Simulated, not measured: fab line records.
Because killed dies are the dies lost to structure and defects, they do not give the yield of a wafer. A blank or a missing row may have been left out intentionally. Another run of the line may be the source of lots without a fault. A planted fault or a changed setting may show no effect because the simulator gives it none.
Comparing a struck lot with a sound one | flow rit-cmos | 21 steps out of a route of 202
Sound: the wafers L136.2, L136.4, L136.6. Struck: wafers L151.3, L151.5, L151.6. The cause is named last.
Each step with rows lists, per side, the tool, then ch with its chambers, then its first start. Under that, the readings that differ: sound wafers | struck wafers | difference of the means | sigmas: that difference in standard deviations of wafers without a fault.
alike: readings with means less than 2 such deviations apart, plus words and numbers identical on both sides. not compared: withheld readings, readings lacking a value on some wafer, bounds such as >300 that could conceal the same value, and numbers that have no deviation in the record and whose values overlap.
The two part at a step that has a row with sigmas, a row that says differs or no value, or rows on one side only. Non-overlapping numbers with no deviation appear without sigmas and do not part them. Lack of a reading on every wafer of one side parts them only where that side has two or more wafers.

first, 6 steps without rows for these wafers: RIT_NSD_HMDS_00 (prime time 60 s); RIT_NSD_COAT_01 (resist thk 1000 nm); RIT_NSD_SOFTBAKE_02 (time 60 s); RIT_NSD_EXPOSE_03 (exposes mask M9, target cd 40700 nm); RIT_NSD_PEB_04; RIT_NSD_DEVELOP_05 (develop time 50 s).
RIT_NSD_OVL_MEAS_06:
  sound: overlay-01 at day 3 00:17; struck: overlay-02 at day 6 01:35
  alike: NSD_OVL
then, 2 steps without rows for these wafers: RIT_NSD_HARDBAKE_07 (time 60 s); RIT_NSD_IMPLANT_08.
RIT_NSD_STRIP_09: strips in O2, time 180 s.
  sound on plasma-asher-03 ch 0,1, day 3 00:37; struck on plasma-asher-01 ch 0,1, day 6 01:58
  alike: drypump-motor-current-A
  not compared: rf-hours-counter-h
RIT_NSD_TW_MEAS_10:
  sound: film-metro-04 at day 3 00:47; struck: film-metro-04 at day 6 02:06
  alike: NSD_TW
then, 1 step without rows for these wafers: RIT_PSD_HMDS_00 (prime time 60 s).
RIT_PSD_COAT_01: resist thk 1000 nm.
  sound on litho-track-02 ch 0, day 3 01:13; struck on litho-track-01 ch 0, day 6 02:20
  reading                                  | sound                | struck               | difference | sigmas
  spin-speed-rpm (rpm)                     | 3247.5 3247.2 3245.9 | 3106.3 3105.6 3105.9 | -140.9     | -67
  model.NOVOLAK_of_PSD_COAT_01.thk-nm (nm) | 1001 996.1 999.4     | 1029 1026 1028       | +29        |
then, 4 steps without rows for these wafers: RIT_PSD_SOFTBAKE_02 (time 60 s); RIT_PSD_EXPOSE_03 (exposes mask M10, target cd 40900 nm); RIT_PSD_PEB_04; RIT_PSD_DEVELOP_05 (develop time 50 s).
RIT_PSD_OVL_MEAS_06:
  sound: overlay-01 at day 3 01:54; struck: overlay-02 at day 6 03:00
  alike: PSD_OVL
RIT_PSD_HARDBAKE_07: time 60 s.
  sound on litho-track-01 ch 0, day 3 01:57; struck on litho-track-01 ch 0, day 6 03:05
  reading                                  | sound             | struck            | difference | sigmas
  model.NOVOLAK_of_PSD_COAT_01.thk-nm (nm) | 884.5 880.4 883.3 | 909.5 906.9 908.3 | +25.5      |
next, for these wafers, 1 step has no rows: RIT_PSD_IMPLANT_08.
RIT_M1_PROBE_99:
  sound: prober-01 at day 3 10:32; struck: prober-02 at day 6 11:50
  alike: killed-at-contacts, killed-at-front-end, killed-dies, killed-on-rim, killed-open, killed-short

WHERE THEY PART
At RIT_PSD_COAT_01 and nowhere else, as far as this record goes. Later steps at which nothing parts them and some readings are alike: RIT_PSD_OVL_MEAS_06, RIT_M1_PROBE_99.

WHY: what had been put in by the simulator
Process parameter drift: litho-track-01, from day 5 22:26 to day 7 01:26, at RIT_PSD_COAT_01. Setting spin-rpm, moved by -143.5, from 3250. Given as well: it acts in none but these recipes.
